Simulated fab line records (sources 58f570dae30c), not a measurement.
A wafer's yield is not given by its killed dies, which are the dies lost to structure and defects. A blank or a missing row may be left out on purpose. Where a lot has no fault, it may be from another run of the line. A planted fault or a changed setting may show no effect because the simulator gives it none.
A lot that was struck, set against a sound lot + flow berkeleyCmos170 + 17 steps out of a route of 331
Sound: wafers L910.1, L910.3, L910.5. Struck: wafers L925.3, L925.4. (L925.2 of the same lot was not struck and is left out.) The cause comes at the end.
Each step with rows lists, per side, the tool, then ch with its chambers, then its first start. Under that, the readings that differ: sound wafers + struck wafers + difference of the means + sigmas: that difference in standard deviations of wafers without a fault.
alike: words and numbers the same on both sides, and readings whose means are apart by under 2 such deviations; not compared: readings that were withheld, readings missing a value for some wafer, numbers with overlapping values and no deviation given by the record, and bounds like >300 which may hide the same value.
Wherever a step has rows on one side only, a row that says differs or no value, or a row with sigmas, the two part there. Numbers that have no deviation but don't overlap get no sigmas and don't part them. A reading that every wafer of one side lacks parts them only if that side has two wafers or more.

first, 5 steps without rows for these wafers: UCB170_NLDD_COAT_01 (resist thk 900 nm); UCB170_NLDD_SOFTBAKE_02 (time 60 s); UCB170_NLDD_EXPOSE_03 (exposes mask NSELECT, target cd 1200 nm); UCB170_NLDD_PEB_04; UCB170_NLDD_DEVELOP_05 (develop time 45 s).
UCB170_NLDD_CD_MEAS_06: target cd 1200 nm.
  sound: cdSem-01 at day 7 12:06; struck: cdSem-02 at day 10 19:24
  alike: cdNm
UCB170_NLDD_OVL_MEAS_07:
  sound: overlay-02 at day 7 12:13; struck: overlay-01 at day 10 19:31
| reading       | sound  | struck | difference | sigmas |
|---------------|--------|--------|------------|--------|
| NLDD_OVL (nm) | 8 12 4 | -1 -4  | -10        | -2     |
then, 2 steps without rows for these wafers: UCB170_NLDD_IMPLANT_08; UCB170_NLDD_IMPLANT_09.
UCB170_NLDD_STRIP_10: strips in O2.
  sound on plasmaAsher-04 ch 0, day 7 12:33; struck on plasmaAsher-03 ch 0,1, day 10 19:50
  alike: drypumpMotorCurrentA, oesProductAu, stripTimeToEndpointS
  not compared: rfHoursCounterH
UCB170_NLDD_TW_MEAS_11:
  sound: filmMetro-02 at day 7 12:39; struck: filmMetro-01 at day 10 19:57
  alike: NLDD_TW
then, 1 step without rows for these wafers: UCB170_NLDD_CLEAN_12 (cleans in SPM, time 600 s).
UCB170_SPACER_CVD_00: deposits SiO2 from TEOS/O2, target thk 376 nm, time 47 s.
  sound on pecvd-01 ch 0,1,2, day 7 12:54; struck on pecvd-03 ch 0, day 10 20:17
| reading                                | sound             | struck    | difference | sigmas |
|----------------------------------------|-------------------|-----------|------------|--------|
| model.SiO2_of_SPACER_CVD_00.thkNm (nm) | 376.2 371.4 380.9 | 242 248.5 | -131       |        |
  alike: heaterPowerW, pressureMtorr, susceptorTempC
UCB170_SPACER_THK_MEAS_01:
  sound: filmMetro-01 at day 7 12:57; struck: filmMetro-01 at day 10 20:34
| reading              | sound       | struck  | difference | sigmas |
|----------------------|-------------|---------|------------|--------|
| SPACER_TEOS_THK (nm) | 376 371 381 | 242 249 | -130       | -30    |
  not compared: hold
UCB170_SPACER_ETCHBACK_03: etches SiO2 in CHF3/CF4/Ar, stops on Si, target depth 376 nm, time 100 s.
  sound on rieDiel-04 ch 1,2,3, day 7 16:10; struck on rieDiel-03 ch 0,3, day 11 01:42
| reading                 | sound             | struck      | difference | sigmas |
|-------------------------|-------------------|-------------|------------|--------|
| oesProductAu (a.u.)     | 0.893 0.917 0.929 | 0.664 0.677 | -0.242     | -17    |
| model.etch.depthNm (nm) | 376.2 371.4 380.9 | 242 248.5   | -131       |        |
  alike: CHF3_flow_sccm, drypumpMotorCurrentA, throttleValvePct
  not compared: rfHoursCounterH
then, 2 steps without rows for these wafers: UCB170_PSD_HMDS_00 (prime time 60 s); UCB170_M3_PROBE_99.

## WHERE THEY PART
At UCB170_NLDD_OVL_MEAS_07 first; at UCB170_SPACER_ETCHBACK_03 last (within this record only).

WHY: what had been put in by the simulator
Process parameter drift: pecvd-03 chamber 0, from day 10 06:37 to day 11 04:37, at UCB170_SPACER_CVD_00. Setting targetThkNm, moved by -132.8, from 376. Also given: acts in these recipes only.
